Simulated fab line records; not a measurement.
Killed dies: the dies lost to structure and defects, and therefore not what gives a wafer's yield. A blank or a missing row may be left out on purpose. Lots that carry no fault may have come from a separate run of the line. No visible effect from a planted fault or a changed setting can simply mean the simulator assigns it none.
fab line records | flow ritCmos
[record] lots = 14 | wafers = 42 | lastDay = 7
route steps=202 shown NWELL@34 PWELL@44 GATE@97 M1@202
lots that met no fault: from a run of the same line without faults
startH: hours from the record's first day to the start of the lot's first wafer shown | waitH: how many hours have passed since the lot's step before this one | " repeats the value in the row above | L1.1+2: several wafers, shown together as one row | - no value, or no start given | * or withheld: withheld | < > ~ a bound
route shown NAME@n: names a module that has steps shown in the file, with the first one's number in the route | usual: the fault-free wafers' mean and standard deviation | same: alike in all rows | chamber/n: place in a boat | sites: per-site readings | _std_site: the standard deviation of these | _edge_site: outer sites' mean less inner sites' | radiusMm: how far each site lies from the wafer's centre | mask NAME#n: copy n | behind: the last tool/chamber to shape the wafer | hold: cause of the lot's hold/its duration in hours/its outcome | device: which transistor (n, p or np) failed to switch | end of line: the tests these same wafers got at the end of their route | where a step has no rows: the recipe by itself | killed: at the first sort, the dies lost to defects and structure; wafer yield is something else | map: the dies of a wafer, with x for killed, . for not killed, _ for no die there
set.NAME: setting as actually run; set.NAME@STEP: the setting as run at that earlier step | model.NAME: the simulator's own value behind a step, which no gauge read
a sample of lots followed through the steps of the route, with each step as a table and each wafer as a row
[[steps]]
[step RIT_NWELL_OVL_MEAS_06]
[usual] NWELL_OVL = 0.4/1.4
lot.wafer | tool       | chamber | startH | waitH | NWELL_OVL[nm]
L226.4    | overlay-02 | -       | 23.25  | -     | 0.9
L226.5    | "          | -       | "      | "     | -1.3
L226.6    | "          | -       | "      | "     | 0.3
L227.2    | overlay-02 | -       | 31.12  | -     | -0.3
L227.5    | "          | -       | "      | "     | -2.0
L227.6    | "          | -       | "      | "     | -0.8
L228.1    | overlay-02 | -       | 35.08  | -     | 3.2
L228.2    | "          | -       | "      | "     | 4.0
L228.4    | "          | -       | "      | "     | 4.4
L229.3    | overlay-02 | -       | 36.55  | -     | 3.1
L229.4    | "          | -       | "      | "     | 2.0
L229.6    | "          | -       | "      | "     | 2.2
L231.2    | overlay-02 | -       | 48.58  | -     | -0.8
L231.3    | "          | -       | "      | "     | 0.6
L231.4    | "          | -       | "      | "     | 1.3
L232.2    | overlay-02 | -       | 53.09  | -     | -0.6
L232.3    | "          | -       | "      | "     | 0.7
L232.5    | "          | -       | "      | "     | -0.7
L234.1    | overlay-01 | -       | 63.40  | -     | -2.8
L234.3    | "          | -       | "      | "     | 0.3
L234.6    | "          | -       | "      | "     | -2.1
L238.1    | overlay-02 | -       | 81.69  | -     | 1.2
L238.3    | "          | -       | "      | "     | 0.6
L238.5    | "          | -       | "      | "     | 1.1
L239.1    | overlay-01 | -       | 86.83  | -     | 2.3
L239.4    | "          | -       | "      | "     | 2.2
L239.5    | "          | -       | "      | "     | -0.6
L240.3    | overlay-01 | -       | 91.71  | -     | -1.0
L240.4    | "          | -       | "      | "     | -2.0
L240.5    | "          | -       | "      | "     | -1.4
L244.2    | overlay-01 | -       | 113.03 | -     | -0.4
L244.4    | "          | -       | "      | "     | 0.3
L244.6    | "          | -       | "      | "     | 0.1
L246.2    | overlay-02 | -       | 123.07 | -     | -1.9
L246.4    | "          | -       | "      | "     | 0.7
L246.5    | "          | -       | "      | "     | -0.4
L248.1    | overlay-02 | -       | 132.65 | -     | 1.3
L248.4    | "          | -       | "      | "     | -0.1
L248.5    | "          | -       | "      | "     | -0.6
L249.1    | overlay-02 | -       | 137.01 | -     | 0.5
L249.3    | "          | -       | "      | "     | 0.5
L249.4    | "          | -       | "      | "     | 0.5
[step RIT_NWELL_TW_MEAS_10]
[usual] NWELL_TW = 2148/12
lot.wafer | tool         | chamber | startH | waitH | NWELL_TW
L226.4    | filmMetro-01 | -       | 23.87  | 0.1   | 2147
L226.5    | "            | -       | "      | "     | 2144
L226.6    | "            | -       | "      | "     | 2147
L227.2    | filmMetro-02 | -       | 31.73  | 0.1   | 2175
L227.5    | "            | -       | "      | "     | 2151
L227.6    | "            | -       | "      | "     | 2165
L228.1    | filmMetro-02 | -       | 35.69  | 0.1   | 2154
L228.2    | "            | -       | "      | "     | 2159
L228.4    | "            | -       | "      | "     | 2164
L229.3    | filmMetro-01 | -       | 37.16  | 0.1   | 2141
L229.4    | "            | -       | "      | "     | 2140
L229.6    | "            | -       | "      | "     | 2134
L231.2    | filmMetro-01 | -       | 49.20  | 0.1   | 2161
L231.3    | "            | -       | "      | "     | 2150
L231.4    | "            | -       | "      | "     | 2162
L232.2    | filmMetro-04 | -       | 53.70  | 0.1   | 2163
L232.3    | "            | -       | "      | "     | 2166
L232.5    | "            | -       | "      | "     | 2148
L234.1    | filmMetro-02 | -       | 64.01  | 0.1   | 2154
L234.3    | "            | -       | "      | "     | 2148
L234.6    | "            | -       | "      | "     | 2143
L238.1    | filmMetro-04 | -       | 82.30  | 0.1   | 2152
L238.3    | "            | -       | "      | "     | 2154
L238.5    | "            | -       | "      | "     | 2150
L239.1    | filmMetro-01 | -       | 87.54  | 0.1   | 2137
L239.4    | "            | -       | "      | "     | 2140
L239.5    | "            | -       | "      | "     | 2139
L240.3    | filmMetro-02 | -       | 92.33  | 0.1   | 2138
L240.4    | "            | -       | "      | "     | 2136
L240.5    | "            | -       | "      | "     | 2152
L244.2    | filmMetro-01 | -       | 113.64 | 0.1   | 2143
L244.4    | "            | -       | "      | "     | 2141
L244.6    | "            | -       | "      | "     | 2150
L246.2    | filmMetro-01 | -       | 123.90 | 0.1   | 2152
L246.4    | "            | -       | "      | "     | 2128
L246.5    | "            | -       | "      | "     | 2129
L248.1    | filmMetro-01 | -       | 133.26 | 0.1   | 2142
L248.4    | "            | -       | "      | "     | 2135
L248.5    | "            | -       | "      | "     | 2143
L249.1    | filmMetro-01 | -       | 137.63 | 0.1   | 2128
L249.3    | "            | -       | "      | "     | 2139
L249.4    | "            | -       | "      | "     | 2142
[step RIT_PWELL_DEVELOP_05]
[recipe] resist = NOVOLAK | developTimeS = 68 | devTempC = 23
[usual] chillPlateTempC = 23.01/0.099 | developerTempC = 22.98/0.1
lot.wafer | tool          | chamber | startH | waitH | chillPlateTempC | developerTempC
L226.4    | lithoTrack-02 | 0       | 24     | -     | 23.04           | 23.07
L226.5    | "             | 0       | "      | "     | 23.02           | 22.95
L226.6    | "             | 0       | "      | "     | 23.06           | 22.86
L227.2    | lithoTrack-03 | 0       | 32     | -     | 23.10           | 23.09
L227.5    | "             | 0       | "      | "     | 23.15           | 23.19
L227.6    | "             | 0       | "      | "     | 22.91           | 23.08
L228.1    | lithoTrack-02 | 0       | 36     | -     | 23.16           | 23.02
L228.2    | "             | 0       | "      | "     | 23.05           | 23.05
L228.4    | "             | 0       | "      | "     | 23.22           | 23.13
L229.3    | lithoTrack-04 | 0       | 38     | -     | 22.95           | 23.09
L229.4    | "             | 0       | "      | "     | 23.09           | 23.15
L229.6    | "             | 0       | "      | "     | 23.02           | 22.97
L231.2    | lithoTrack-04 | 0       | 49     | -     | 22.93           | 23.00
L231.3    | "             | 0       | 50     | -     | 22.99           | 22.91
L231.4    | "             | 0       | "      | "     | 23.03           | 22.94
L232.2    | lithoTrack-03 | 0       | 54     | -     | 23.10           | 23.00
L232.3    | "             | 0       | "      | "     | 22.94           | 22.93
L232.5    | "             | 0       | "      | "     | 23.13           | 22.95
L234.1    | lithoTrack-04 | 0       | 64     | -     | 22.96           | 23.20
L234.3    | "             | 0       | 65     | -     | 22.98           | 22.96
L234.6    | "             | 0       | "      | "     | 23.05           | 23.09
L238.1    | lithoTrack-04 | 0       | 83     | -     | 22.97           | 23.79
L238.3    | "             | 0       | "      | "     | 23.04           | 23.95
L238.5    | "             | 0       | "      | "     | 23.00           | 23.95
L239.1    | lithoTrack-02 | 0       | 88     | -     | 22.85           | 22.98
L239.4    | "             | 0       | "      | "     | 22.96           | 23.02
L239.5    | "             | 0       | "      | "     | 22.73           | 22.88
L240.3    | lithoTrack-04 | 0       | 93     | -     | 23.22           | 23.79
L240.4    | "             | 0       | "      | "     | 23.09           | 23.84
L240.5    | "             | 0       | "      | "     | 23.13           | 23.95
L244.2    | lithoTrack-02 | 0       | 114    | -     | 22.88           | 22.95
L244.4    | "             | 0       | "      | "     | 23.15           | 22.97
L244.6    | "             | 0       | "      | "     | 23.00           | 23.09
L246.2    | lithoTrack-03 | 0       | 124    | -     | 22.96           | 22.88
L246.4    | "             | 0       | "      | "     | 22.91           | 22.83
L246.5    | "             | 0       | "      | "     | 23.04           | 22.81
L248.1    | lithoTrack-03 | 0       | 134    | -     | 22.89           | 22.97
L248.4    | "             | 0       | "      | "     | 23.05           | 23.13
L248.5    | "             | 0       | "      | "     | 23.19           | 22.84
L249.1    | lithoTrack-03 | 0       | 138    | -     | 22.93           | 22.82
L249.3    | "             | 0       | "      | "     | 22.84           | 22.85
L249.4    | "             | 0       | "      | "     | 22.94           | 22.87
[step RIT_GATE_CD_MEAS_90]
[recipe] targetCdNm = 150
[usual] cdNm = 149.9/2.7
lot.wafer | tool     | chamber | startH | waitH | cdNm
L226.4    | cdSem-02 | -       | 42.44  | 0.1   | 149.7
L226.5    | "        | -       | "      | "     | 151.2
L226.6    | "        | -       | "      | "     | 154.1
L227.2    | cdSem-02 | -       | 50.26  | 0.1   | 150.7
L227.5    | "        | -       | "      | "     | 150.5
L227.6    | "        | -       | "      | "     | 150.9
L228.1    | cdSem-01 | -       | 53.25  | 0.1   | 146.7
L228.2    | "        | -       | "      | "     | 148.3
L228.4    | "        | -       | "      | "     | 148.4
L229.3    | cdSem-02 | -       | 53.54  | 0.1   | 152.1
L229.4    | "        | -       | "      | "     | 152.3
L229.6    | "        | -       | "      | "     | 154.6
L231.2    | cdSem-01 | -       | 67.34  | 0.1   | 146.2
L231.3    | "        | -       | "      | "     | 151.1
L231.4    | "        | -       | "      | "     | 148.3
L232.2    | cdSem-01 | -       | 72.89  | 0.1   | 148.9
L232.3    | "        | -       | "      | "     | 151.5
L232.5    | "        | -       | "      | "     | 149.4
L234.1    | cdSem-02 | -       | 80.60  | 0.1   | 149.7
L234.3    | "        | -       | "      | "     | 151.4
L234.6    | "        | -       | "      | "     | 153.7
L238.1    | cdSem-01 | -       | 101.82 | 0.1   | 148.6
L238.3    | "        | -       | "      | "     | 150.2
L238.5    | "        | -       | "      | "     | 148.7
L239.1    | cdSem-02 | -       | 104.87 | 0.1   | 144.9
L239.4    | "        | -       | "      | "     | 145.8
L239.5    | "        | -       | "      | "     | 144.5
L240.3    | cdSem-01 | -       | 111.06 | 0.1   | 147.4
L240.4    | "        | -       | "      | "     | 146.9
L240.5    | "        | -       | "      | "     | 150.5
L244.2    | cdSem-02 | -       | 131.11 | 0.1   | 153.0
L244.4    | "        | -       | "      | "     | 154.3
L244.6    | "        | -       | "      | "     | 154.4
L246.2    | cdSem-01 | -       | 140.70 | 0.1   | 148.7
L246.4    | "        | -       | "      | "     | 148.4
L246.5    | "        | -       | "      | "     | 150.3
L248.1    | cdSem-02 | -       | 151.16 | 0.1   | 147.1
L248.4    | "        | -       | "      | "     | 150.9
L248.5    | "        | -       | "      | "     | 148.4
L249.1    | cdSem-02 | -       | 157.81 | 0.1   | 152.9
L249.3    | "        | -       | "      | "     | 152.0
L249.4    | "        | -       | "      | "     | 151.7
[step RIT_M1_PROBE_99]
[usual] killed_at_M0_to_M3 = 0.0/0.12 | killedAtContacts = 0.1/0.27 | killedAtFrontEnd = 7/3.1 | killedDies = 7/3.1 | killedOpen = 3.3/2.1 | killedShort = 3.5/2
[same] grossDies = 264 | killed_at_M4_up = 0 | killedAtBackSide = 0 | killedAtOther = 0
lot.wafer | tool      | chamber | startH | waitH | killed_at_M0_to_M3 | killedAtContacts | killedAtFrontEnd | killedDies | killedOpen | killedShort
L226.4    | prober-02 | -       | 65.09  | 0.2   | 0                  | 0                | 7                | 7          | 3          | 4
L226.5    | prober-02 | -       | 65.14  | 0.2   | 0                  | 0                | 8                | 8          | 5          | 3
L226.6    | prober-02 | -       | 65.19  | 0.2   | 0                  | 0                | 10               | 10         | 5          | 5
L227.2    | prober-01 | -       | 70.90  | 0.1   | 0                  | 1                | 5                | 6          | 3          | 3
L227.5    | prober-01 | -       | 71.05  | 0.2   | 0                  | 0                | 8                | 8          | 5          | 3
L227.6    | prober-01 | -       | 71.10  | 0.2   | 0                  | 0                | 6                | 6          | 4          | 2
L228.1    | prober-02 | -       | 74.29  | 0.1   | 0                  | 0                | 11               | 11         | 5          | 6
L228.2    | prober-02 | -       | 74.34  | 0.1   | 0                  | 0                | 7                | 7          | 3          | 4
L228.4    | prober-02 | -       | 74.44  | 0.2   | 1                  | 0                | 4                | 5          | 4          | 1
L229.3    | prober-01 | -       | 75.89  | 0.2   | 0                  | 0                | 5                | 5          | 2          | 3
L229.4    | prober-01 | -       | 75.94  | 0.2   | 0                  | 0                | 10               | 10         | 6          | 4
L229.6    | prober-01 | -       | 76.04  | 0.2   | 0                  | 0                | 6                | 6          | 4          | 2
L231.2    | prober-01 | -       | 88.09  | 0.1   | 0                  | 0                | 0                | 0          | 0          | 0
L231.3    | prober-01 | -       | 88.14  | 0.2   | 0                  | 1                | 5                | 6          | 2          | 3
L231.4    | prober-01 | -       | 88.19  | 0.2   | 0                  | 1                | 4                | 5          | 2          | 2
L232.2    | prober-02 | -       | 92.49  | 0.1   | 0                  | 0                | 7                | 7          | 4          | 3
L232.3    | prober-02 | -       | 92.54  | 0.2   | 0                  | 0                | 11               | 11         | 3          | 8
L232.5    | prober-02 | -       | 92.64  | 0.2   | 0                  | 0                | 11               | 11         | 4          | 7
L234.1    | prober-02 | -       | 102.31 | 0.1   | 0                  | 0                | 9                | 9          | 5          | 4
L234.3    | prober-02 | -       | 102.41 | 0.2   | 0                  | 0                | 7                | 7          | 3          | 4
L234.6    | prober-02 | -       | 102.56 | 0.2   | 0                  | 0                | 10               | 10         | 4          | 6
L238.1    | prober-02 | -       | 122.32 | 0.1   | 0                  | 1                | 7                | 8          | 3          | 5
L238.3    | prober-02 | -       | 122.42 | 0.2   | 0                  | 0                | 8                | 8          | 6          | 2
L238.5    | prober-02 | -       | 122.52 | 0.2   | 0                  | 0                | 7                | 7          | 4          | 3
L239.1    | prober-01 | -       | 125.24 | 0.1   | 0                  | 0                | 5                | 5          | 4          | 1
L239.4    | prober-01 | -       | 125.39 | 0.2   | 0                  | 1                | 6                | 7          | 2          | 5
L239.5    | prober-01 | -       | 125.44 | 0.2   | 0                  | 0                | 2                | 2          | 0          | 2
L240.3    | prober-02 | -       | 132.37 | 0.2   | 0                  | 0                | 6                | 6          | 3          | 3
L240.4    | prober-02 | -       | 132.42 | 0.2   | 0                  | 0                | 9                | 9          | 4          | 5
L240.5    | prober-02 | -       | 132.47 | 0.2   | 0                  | 1                | 10               | 11         | 5          | 6
L244.2    | prober-02 | -       | 152.14 | 0.1   | 0                  | 0                | 10               | 10         | 6          | 4
L244.4    | prober-02 | -       | 152.24 | 0.2   | 0                  | 0                | 7                | 7          | 4          | 3
L244.6    | prober-02 | -       | 152.34 | 0.2   | 0                  | 0                | 7                | 7          | 4          | 3
L246.2    | prober-01 | -       | 163.29 | 0.1   | 0                  | 0                | 7                | 7          | 2          | 5
L246.4    | prober-01 | -       | 163.39 | 0.2   | 0                  | 0                | 7                | 7          | 6          | 1
L246.5    | prober-01 | -       | 163.44 | 0.2   | 0                  | 0                | 11               | 11         | 4          | 7
L248.1    | prober-01 | -       | 172.04 | 0.1   | 0                  | 0                | 4                | 4          | 2          | 2
L248.4    | prober-01 | -       | 172.19 | 0.2   | 1                  | 0                | 6                | 7          | 5          | 2
L248.5    | prober-01 | -       | 172.24 | 0.2   | 0                  | 0                | 2                | 2          | 0          | 2
L249.1    | prober-02 | -       | 177.49 | 0.1   | 0                  | 0                | 6                | 6          | 4          | 2
L249.3    | prober-02 | -       | 177.59 | 0.2   | 0                  | 0                | 4                | 4          | 3          | 1
L249.4    | prober-02 | -       | 177.64 | 0.2   | 0                  | 0                | 10               | 10         | 3          | 7
// killed by level:class
L226.4 GATE:geometricParticle:short=4 SILICIDE:geometricParticle:open=2 REOX:geometricParticle:open=1
L226.5 GATE:geometricParticle:open=3 GATE:geometricParticle:short=2 SPACER:geometricParticle:open=2 FOX1:geometricParticle:short=1
L226.6 GATE:geometricParticle:open=4 GATE:geometricParticle:short=3 SPACER:geometricParticle:short=1 SILICIDE:geometricParticle:short=1 SILICIDE:geometricParticle:open=1
L227.2 FOX1:geometricParticle:short=1 FOX2:geometricParticle:open=1 GATE:geometricParticle:open=1 SILICIDE:geometricParticle:short=1 SILICIDE:geometricParticle:open=1 CONTACT:geometricParticle:short=1
L227.5 GATE:geometricParticle:open=4 GATE:geometricParticle:short=2 SILICIDE:geometricParticle:short=1 SILICIDE:geometricParticle:open=1
L227.6 SILICIDE:geometricParticle:open=2 SILICIDE:geometricParticle:short=1 GATE:geometricParticle:open=1 REOX:geometricParticle:short=1 SPACER:geometricParticle:open=1
L228.1 FOX1:geometricParticle:short=2 GATE:geometricParticle:short=2 GATE:geometricParticle:open=2 SPACER:geometricParticle:short=2 FOX1:geometricParticle:open=1 REOX:geometricParticle:open=1 SPACER:geometricParticle:open=1
L228.2 FOX1:geometricParticle:short=3 FOX1:geometricParticle:open=2 GATE:geometricParticle:open=1 SPACER:geometricParticle:short=1
L228.4 REOX:geometricParticle:open=3 GATE:geometricParticle:open=1 M1:geometricParticle:short=1
L229.3 FOX2:geometricParticle:short=1 GATE:geometricParticle:open=1 GATE:geometricParticle:short=1 SPACER:geometricParticle:open=1 SILICIDE:geometricParticle:short=1
L229.4 FOX2:geometricParticle:open=2 FOX2:geometricParticle:short=2 REOX:geometricParticle:open=2 FOX1:geometricParticle:short=1 GATE:geometricParticle:short=1 SPACER:geometricParticle:open=1 SILICIDE:geometricParticle:open=1
L229.6 FOX1:geometricParticle:open=1 FOX2:geometricParticle:open=1 GATE:geometricParticle:short=1 GATE:geometricParticle:open=1 REOX:geometricParticle:open=1 SPACER:geometricParticle:short=1
L231.2
L231.3 GATE:geometricParticle:short=2 FOX1:geometricParticle:short=1 FOX1:geometricParticle:open=1 SILICIDE:geometricParticle:open=1 CONTACT:coatMicrobubblePrinted=1
L231.4 GATE:geometricParticle:open=1 REOX:geometricParticle:open=1 SPACER:geometricParticle:short=1 SILICIDE:geometricParticle:short=1 CONTACT:coatMicrobubblePrinted=1
L232.2 FOX1:geometricParticle:open=1 FOX1:geometricParticle:short=1 FOX2:geometricParticle:open=1 GATE:geometricParticle:open=1 REOX:geometricParticle:short=1 SILICIDE:geometricParticle:short=1 SILICIDE:geometricParticle:open=1
L232.3 FOX1:geometricParticle:short=2 FOX2:geometricParticle:short=2 REOX:geometricParticle:short=2 SPACER:geometricParticle:short=2 FOX1:geometricParticle:open=1 FOX2:geometricParticle:open=1 GATE:geometricParticle:open=1
L232.5 GATE:geometricParticle:short=4 GATE:geometricParticle:open=2 REOX:geometricParticle:short=2 SILICIDE:geometricParticle:open=2 FOX1:geometricParticle:short=1
L234.1 GATE:geometricParticle:short=3 REOX:geometricParticle:open=2 FOX2:geometricParticle:open=1 REOX:geometricParticle:short=1 SPACER:geometricParticle:open=1 SILICIDE:geometricParticle:open=1
L234.3 FOX1:geometricParticle:short=3 REOX:geometricParticle:open=2 FOX1:geometricParticle:open=1 SPACER:geometricParticle:short=1
L234.6 FOX1:geometricParticle:short=3 SPACER:geometricParticle:open=2 FOX1:geometricParticle:open=1 GATE:geometricParticle:open=1 GATE:geometricParticle:short=1 REOX:geometricParticle:short=1 SPACER:geometricParticle:short=1
L238.1 ACTIVE:geometricParticle:open=1 FOX1:geometricParticle:short=1 FOX2:geometricParticle:open=1 GATE:geometricParticle:short=1 SPACER:geometricParticle:short=1 SILICIDE:geometricParticle:short=1 SILICIDE:geometricParticle:open=1 CONTACT:geometricParticle:short=1
L238.3 SPACER:geometricParticle:open=3 FOX1:geometricParticle:open=1 GATE:geometricParticle:open=1 SPACER:geometricParticle:short=1 SILICIDE:geometricParticle:open=1 SILICIDE:geometricParticle:short=1
L238.5 SILICIDE:geometricParticle:open=3 REOX:geometricParticle:short=2 FOX2:geometricParticle:short=1 FOX2:geometricParticle:open=1
L239.1 REOX:geometricParticle:open=3 GATE:geometricParticle:open=1 REOX:geometricParticle:short=1
L239.4 GATE:geometricParticle:short=2 GATE:geometricParticle:open=2 REOX:geometricParticle:short=1 SILICIDE:geometricParticle:short=1 CONTACT:geometricParticle:short=1
L239.5 FOX1:geometricParticle:short=1 GATE:geometricParticle:short=1
L240.3 GATE:geometricParticle:open=2 FOX1:geometricParticle:short=1 FOX1:geometricParticle:open=1 GATE:geometricParticle:short=1 SPACER:geometricParticle:short=1
L240.4 FOX2:geometricParticle:short=2 GATE:geometricParticle:short=2 GATE:geometricParticle:open=2 SILICIDE:geometricParticle:open=2 FOX1:geometricParticle:short=1
L240.5 GATE:geometricParticle:open=2 GATE:geometricParticle:short=2 SILICIDE:geometricParticle:open=2 REOX:geometricParticle:short=1 REOX:geometricParticle:open=1 SPACER:geometricParticle:short=1 SILICIDE:geometricParticle:short=1 CONTACT:geometricParticle:short=1
L244.2 FOX1:geometricParticle:short=2 GATE:geometricParticle:short=2 GATE:geometricParticle:open=2 SPACER:geometricParticle:open=2 FOX1:geometricParticle:open=1 FOX2:geometricParticle:open=1
L244.4 GATE:geometricParticle:open=3 GATE:geometricParticle:short=2 FOX2:geometricParticle:open=1 SILICIDE:geometricParticle:short=1
L244.6 GATE:geometricParticle:short=2 GATE:geometricParticle:open=2 FOX1:geometricParticle:short=1 REOX:geometricParticle:open=1 SPACER:geometricParticle:open=1
L246.2 GATE:geometricParticle:short=3 FOX1:geometricParticle:short=2 REOX:geometricParticle:open=1 SILICIDE:geometricParticle:open=1
L246.4 FOX1:geometricParticle:open=3 GATE:geometricParticle:open=2 REOX:geometricParticle:short=1 SILICIDE:geometricParticle:open=1
L246.5 FOX2:geometricParticle:open=2 FOX2:geometricParticle:short=2 REOX:geometricParticle:short=2 FOX1:geometricParticle:short=1 GATE:geometricParticle:open=1 GATE:geometricParticle:short=1 REOX:geometricParticle:open=1 SILICIDE:geometricParticle:short=1
L248.1 GATE:geometricParticle:short=2 GATE:geometricParticle:open=2
L248.4 GATE:geometricParticle:open=5 GATE:geometricParticle:short=1 M1:geometricParticle:short=1
L248.5 FOX2:geometricParticle:short=1 GATE:geometricParticle:short=1
L249.1 FOX2:geometricParticle:short=2 GATE:geometricParticle:open=2 FOX1:geometricParticle:open=1 SILICIDE:geometricParticle:open=1
L249.3 FOX1:geometricParticle:open=1 FOX2:geometricParticle:open=1 GATE:geometricParticle:short=1 REOX:geometricParticle:open=1
L249.4 GATE:geometricParticle:short=3 GATE:geometricParticle:open=2 SPACER:geometricParticle:short=2 FOX1:geometricParticle:short=1 SILICIDE:geometricParticle:short=1 SILICIDE:geometricParticle:open=1
[[key]]
[firstSign] step = RIT_PWELL_DEVELOP_05 | reading = developerTempC | direction = up | sigmas = 8.6 | usual = * | struck = *
effect none on later readings
metAt RIT_PWELL_DEVELOP_05
struckLots L238,L240
testerLeftOut L238,L240
notActingAt RIT_NWELL_OVL_MEAS_06,RIT_NWELL_TW_MEAS_10,RIT_GATE_CD_MEAS_90
onsetBetween 64 83
[fault] kind = processParameterDrift | tool = lithoTrack-04 | chamber = - | onsetH = 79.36 | steps = RIT_PWELL_DEVELOP_05 | channel = devTempC | offset = * | shape = step | endH = 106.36 | actsIn = * | stated = *
// testerLeftOut: of these lots the tester's yield and bins aren't shown, on N5 and GAA mostly nor the transistor test; their killed dies are dies lost to structure and defects alone, not to doping, threshold or leakage, so they don't give the yield
